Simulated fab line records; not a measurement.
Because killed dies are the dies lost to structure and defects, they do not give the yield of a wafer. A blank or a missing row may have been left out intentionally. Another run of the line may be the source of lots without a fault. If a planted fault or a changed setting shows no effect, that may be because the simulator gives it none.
Code-filled problem report in 8D (eight disciplines) form + flow rit-cmos + the parts of the form that need people (team, actions taken, sign-off) are left out

== 1. THE PROBLEM ==
ACTIVE_NITRIDE_THK at RIT_ACTIVE_THK_MEAS_04 reads a mean of 236.0 nm on 3 wafers of 1 lot; wafers without a fault read 150.3 nm with a standard deviation of 1.4. Relative to the usual mean, that is a shift of +61 standard deviations.
Seen first at day 3 21:00 on film-metro-02, wafer L135.2. The record holds 39 wafers of 13 lots with a number at this step. Rule for "out", or "out of limits": more than 4 standard deviations from the usual mean. The other wafers with a number count as sound.

== 2. WHAT IT IS, WHAT IT ISN'T ==
| question                    | is                     | is not                                                                                                   |
|-----------------------------|------------------------|----------------------------------------------------------------------------------------------------------|
| which readings at this step | ACTIVE_NITRIDE_THK     | -                                                                                                        |
| which lots                  | L135                   | L124, L125, L126, L127, L128, L136, L137, L139, L142, L144, L145, L147                                   |
| which wafers of those lots  | all that have a number | -                                                                                                        |
| read on which gauges        | film-metro-02          | film-metro-01, film-metro-03                                                                             |
| when                        | from day 3 21:00       | up to then (15 sound wafers); but 21 sound wafers of L136, L137, L139, L142, L144, L145, L147 came after |

== 3. SUSPECTS, AND WHAT RULES EACH OUT ==
Counting: a tool at any process step up to the reading remains a suspect when it ran all the lots that are out and ran no sound lot after the first of those.
- the gauge at RIT_ACTIVE_THK_MEAS_04: kept. All the wafers that are out were read on film-metro-02, and no step on other tools shows them out.
- lpcvd-02 at RIT_ACTIVE_CVD_03 (deposits Si3N4 from SiH2Cl2/NH3, target thk 150 nm, time 1500 s): ruled out as a lasting fault. After its first lot that is out, L135 (day 3 19:35), sound lots L137, L139 ran on it.
The count leaves film-metro-02 at RIT_ACTIVE_THK_MEAS_04.

== 4. THE CAUSE (what the simulator had put in) ==
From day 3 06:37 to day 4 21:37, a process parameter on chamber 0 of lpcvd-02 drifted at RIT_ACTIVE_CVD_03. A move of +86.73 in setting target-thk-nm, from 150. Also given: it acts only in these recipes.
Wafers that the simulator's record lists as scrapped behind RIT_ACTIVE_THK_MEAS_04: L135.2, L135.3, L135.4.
Counting ruled it out, wrongly: the rule takes a fault to strike every lot that its tool runs from its start on, and this one did not.

== 5. SEQUENCE OF EFFECTS, ordered by route ==
Each row: a reading where the mean over the struck wafers with a number is more than 3 standard deviations away from the usual. Only readings whose record carries a usual standard deviation are examined. hours: median over the lots of the time between each lot's start at the first step of this table that gives one and its start at this step. sigmas: the change, counted in usual standard deviations.
| hours | step                   | reading            | usual    | on struck wafers | change | sigmas |
|-------|------------------------|--------------------|----------|------------------|--------|--------|
| 0     | RIT_ACTIVE_THK_MEAS_04 | ACTIVE_NITRIDE_THK | 150.3 nm | 236.0            | +85.7  | +61    |

== 6. WHAT WOULD HAVE CAUGHT IT SOONER ==
14 hours passed between the start of the fault at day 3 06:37 and the first reading out of limits at a measuring or inspecting step in this record, taken at day 3 21:00.
An alarm limit of 4 standard deviations would not have fired on the tool readings at RIT_ACTIVE_CVD_03 for which the record gives a usual standard deviation, since none of them was out on any struck wafer.
